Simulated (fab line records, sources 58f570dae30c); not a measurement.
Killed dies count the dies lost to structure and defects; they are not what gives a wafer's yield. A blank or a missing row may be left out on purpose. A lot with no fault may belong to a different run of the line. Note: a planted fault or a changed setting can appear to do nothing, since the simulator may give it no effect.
Lot-split experiment    flow berkeleyCmos170    5 lots, 23 wafers read, on a route of 331 steps

ABOUT THE SPLIT
At UCB170_PWELL_IMPLANT_15, the setting energyKev was moved away from the recipe's 60 on 10 of the 23 wafers read, by -5.6% to +4.2%. This setting was run at the recipe's value on the other wafers.

The split's own step is where the reading is taken.

THE READING
The simulator's own value implant.drpNm, read by no gauge, in nm at UCB170_PWELL_IMPLANT_15. There is no usual value for it anywhere in the file.

wafer   tool, chamber at the split  energyKev as run  against the recipe  implant.drpNm, nm  against lot-mates on the recipe
L080.1  implanter-01, 0             56.66             -5.6%               62.75              -1.95
L080.2  implanter-01, 0             56.66             -5.6%               62.75              -1.95
L080.5  implanter-01, 0             56.66             -5.6%               62.75              -1.95
L080.4  implanter-01, 0             60                recipe              64.7               -
L080.6  implanter-01, 0             60                recipe              64.7               -
L081.1  implanter-01, 0             60                recipe              64.7               -
L081.3  implanter-01, 0             60                recipe              64.7               -
L081.6  implanter-01, 0             60                recipe              64.7               -
L081.2  implanter-01, 0             57.42             -4.3%               63.2               -1.50
L081.4  implanter-01, 0             57.42             -4.3%               63.2               -1.50
L082.2  implanter-04, 0             60                recipe              64.7               -
L082.3  implanter-04, 0             60                recipe              64.7               -
L082.6  implanter-04, 0             60                recipe              64.7               -
L084.1  implanter-03, 0             62.53             +4.2%               66.12              +1.42
L084.3  implanter-03, 0             62.53             +4.2%               66.12              +1.42
L084.4  implanter-03, 0             62.53             +4.2%               66.12              +1.42
L084.2  implanter-03, 0             60                recipe              64.7               -
L084.5  implanter-03, 0             60                recipe              64.7               -
L085.1  implanter-04, 0             61.27             +2.1%               65.42              +0.72
L085.2  implanter-04, 0             61.27             +2.1%               65.42              +0.72
L085.3  implanter-04, 0             60                recipe              64.7               -
L085.4  implanter-04, 0             60                recipe              64.7               -
L085.6  implanter-04, 0             60                recipe              64.7               -

FIT RESULTS
A straight line over all 23 wafers: implant.drpNm changes by +0.345 nm for each +1% of energyKev; r = +1.00; the points scatter about the line by 0.014 nm.
The same after taking each lot's own level away (the mean of its wafers on the recipe; 23 wafers): +0.345 nm for each +1%; r = +1.00; scatter 0.014 nm.
That fit puts the effect of the largest move of energyKev on the reading at 1.9 nm.
The lots' own levels span 64.700 to 64.700 nm.
Hence the lot-to-lot level has little effect on the slope; both slopes agree.
Check: for one of the wafers moved furthest among these (-5.6%), held out of the fit, the line's prediction against its lot-mates is -1.93 nm. Against them it came out at -1.95 nm.

THESE WAFERS: OTHER SPLITS
Before the reading, these wafers also passed through other splits. Each is held against what the fit with the lots' levels taken away leaves over:
other split on the same wafers   wafers away from the commonest value  r with implant.drpNm (lot level and that fit taken away)
UCB170_START_OXIDATION_02 tempC  18                                    +0.12
UCB170_NWELL_PEB_10 pebTempC     8                                     +0.05
UCB170_NWELL_ETCH_13 timeS       7                                     +0.26
UCB170_PWELL_CVD_05 tempC        10                                    +0.09

THE WHOLE CHAIN: every reading that the file lists as answering this split, in the file's order
step                     what it does  reading                                                         change (the file's fit)                r (the file's)
UCB170_PWELL_IMPLANT_15                implant.rpNm (the simulator's own value, which no gauge read)   +1.91 nm for each +1% of the setting   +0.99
UCB170_PWELL_IMPLANT_15                implant.drpNm (the simulator's own value, which no gauge read)  +0.346 nm for each +1% of the setting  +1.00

THE FILE'S OWN FIT
implant.drpNm changes by +0.346 nm for each +1% of energyKev, r = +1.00.
